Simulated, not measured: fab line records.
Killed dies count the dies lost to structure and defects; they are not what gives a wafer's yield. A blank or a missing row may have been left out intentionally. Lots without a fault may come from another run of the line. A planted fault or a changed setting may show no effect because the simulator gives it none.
Which tool was responsible? | flow rit_cmos | 13 lots with 39 wafers sampled at 4 steps, on a route of 202 steps

WHAT THE GAUGES SHOWED, per wafer
RIT_FOX2_THK_MEAS_90.
lot  | measured    | on            | FIELD_OXIDE_LEFT_1_THK (nm)
L453 | day 2 08:23 | film_metro-01 | 311 306 316
L455 | day 2 13:23 | film_metro-02 | 302 302 301
L457 | day 2 22:05 | film_metro-01 | 311 313 312
L459 | day 3 08:40 | film_metro-04 | 315 313 318
L463 | day 4 08:11 | film_metro-01 | 292 292 296
L465 | day 4 14:44 | film_metro-01 | 321 316 315
L468 | day 5 07:02 | film_metro-04 | 311 308 310
L469 | day 5 10:20 | film_metro-04 | 301 296 298
L470 | day 5 14:54 | film_metro-02 | 306 306 313
L471 | day 5 21:08 | film_metro-02 | 300 294 298
L473 | day 6 05:00 | film_metro-01 | 310 308 310
L474 | day 6 12:04 | film_metro-04 | 315 309 315
L475 | day 6 16:16 | film_metro-01 | 301 305 307

RIT_NRETRO_TW_MEAS_10.
lot  | measured    | on            | NRETRO_TW
L453 | day 2 19:07 | film_metro-04 | 1059 1063 1057
L455 | day 3 00:58 | film_metro-03 | 1070 1061 1064
L457 | day 3 08:26 | film_metro-03 | 1065 1065 1057
L459 | day 3 20:54 | film_metro-04 | 1063 1072 1066
L463 | day 4 18:52 | film_metro-03 | 1061 1060 1065
L465 | day 5 01:05 | film_metro-02 | 1047 1042 1043
L468 | day 5 19:02 | film_metro-03 | 1065 1068 1068
L469 | day 5 20:41 | film_metro-04 | 1054 1057 1055
L470 | day 6 01:40 | film_metro-02 | 1035 1034 1038
L471 | day 6 07:35 | film_metro-04 | 1055 1055 1068
L473 | day 6 16:05 | film_metro-02 | 1032 1037 1041
L474 | day 6 22:32 | film_metro-04 | 1057 1058 1054
L475 | day 7 03:03 | film_metro-03 | 1067 1067 1068

RIT_CONTACT_CD_MEAS_90 targets a cd of 1000 nm.
lot  | measured    | on        | cd_nm (nm)
L453 | day 3 21:14 | cd_sem-02 | 1002.7 1002.4 1003.1
L455 | day 4 03:01 | cd_sem-02 | 997.7 999.8 997.2
L459 | day 4 21:27 | cd_sem-02 | 1001.9 1003.3 1003.5
L463 | day 5 22:28 | cd_sem-02 | 999.0 998.4 997.6
L465 | day 6 02:26 | cd_sem-01 | 1000.8 999.8 1000.8
L468 | day 6 18:46 | cd_sem-02 | 999.2 998.8 1000.1
L469 | day 6 20:23 | cd_sem-02 | 999.5 1000.8 997.9
L470 | day 7 03:16 | cd_sem-01 | 1000.4 999.2 998.2
L471 | day 7 06:11 | cd_sem-01 | 1004.7 1002.5 1004.0
L473 | day 7 15:34 | cd_sem-02 | 997.4 999.1 999.9
L474 | day 8 00:44 | cd_sem-01 | 1000.9 1001.7 1001.2
L475 | day 8 06:07 | cd_sem-01 | 1002.8 1000.3 1002.0

EACH LOT AND THE TOOL THAT RAN IT (in order: tool; ch and the chambers of the sampled wafers; start)
lot  | RIT_PLDD_STRIP_09
L453 | plasma_asher-03 ch 0,1, day 3 11:41
L455 | plasma_asher-04 ch 0,1, day 3 17:36
L457 | plasma_asher-03 ch 0, day 3 21:48
L459 | plasma_asher-04 ch 0,1, day 4 11:56
L463 | plasma_asher-01 ch 0,1, day 5 13:29
L465 | plasma_asher-01 ch 0,1, day 5 16:10
L468 | plasma_asher-01 ch 0,1, day 6 08:37
L469 | plasma_asher-01 ch 0, day 6 11:10
L470 | plasma_asher-03 ch 0,1, day 6 18:07
L471 | plasma_asher-04 ch 0,1, day 6 20:38
L473 | plasma_asher-01 ch 0,1, day 7 06:28
L474 | plasma_asher-03 ch 0,1, day 7 14:48
L475 | plasma_asher-03 ch 0,1, day 7 18:56
- RIT_PLDD_STRIP_09: strips in O2, time 180 s.

WHAT THE TOOLS THEMSELVES READ (means of the sampled wafers that have a number; where no wafer has one, the mark that the record gives instead)
RIT_PLDD_STRIP_09.
lot  | tool            | chamber_pressure_mTorr (mTorr) | drypump_motor_current_A (A) | run_length_s (s)
L453 | plasma_asher-03 | 4000                           | 5.6                         | 208.2
L455 | plasma_asher-04 | 3998                           | 5.4                         | 208.5
L457 | plasma_asher-03 | 4003                           | 5.5                         | 72.3
L459 | plasma_asher-04 | 4002                           | 5.4                         | 208.5
L463 | plasma_asher-01 | 4000                           | 5.2                         | 208.5
L465 | plasma_asher-01 | 4002                           | 5.1                         | 208.2
L468 | plasma_asher-01 | 3998                           | 5.1                         | 208.6
L469 | plasma_asher-01 | 3998                           | 4.9                         | 208.1
L470 | plasma_asher-03 | 4002                           | 5.7                         | 208.3
L471 | plasma_asher-04 | 4000                           | 5.4                         | 208.3
L473 | plasma_asher-01 | 4000                           | 5.1                         | 208.2
L474 | plasma_asher-03 | 3998                           | 5.8                         | 208.0
L475 | plasma_asher-03 | 4000                           | 5.8                         | 208.0

THE ANSWER, worked out from the rows above alone
Rule: the usual values come from the lots themselves. Put in order of their means at a reading, lots are off if they are a third of the lots or fewer, leave a main group of 4 or more, and stand apart from it by a gap of 3 or more times the standard deviation of the main group's means; of several such gaps the widest counts. The tables above print the reading to a certain number of digits; a main group whose means all agree to those digits is not used. A lot without any number at a reading at which 4 lots or more have one is off too. Any other lot the step has rows for is counted as sound. Order of review: gauges by route order, followed by the tools' own readings, for which a lot's mean as printed above is used. At the first step where some lot is off, the reading lying furthest off is the one used; lots without a number count as furthest.
Off, at RIT_PLDD_STRIP_09 on run_length_s: L457. For the main group the mean is 208.3 s and the standard deviation 0.2.
A tool fits if, at that step or a process step before it, it ran every lot that is off, and no sound lot after the first of them. No candidate that was tried fits.

WHAT THE SIMULATOR HAD PUT IN
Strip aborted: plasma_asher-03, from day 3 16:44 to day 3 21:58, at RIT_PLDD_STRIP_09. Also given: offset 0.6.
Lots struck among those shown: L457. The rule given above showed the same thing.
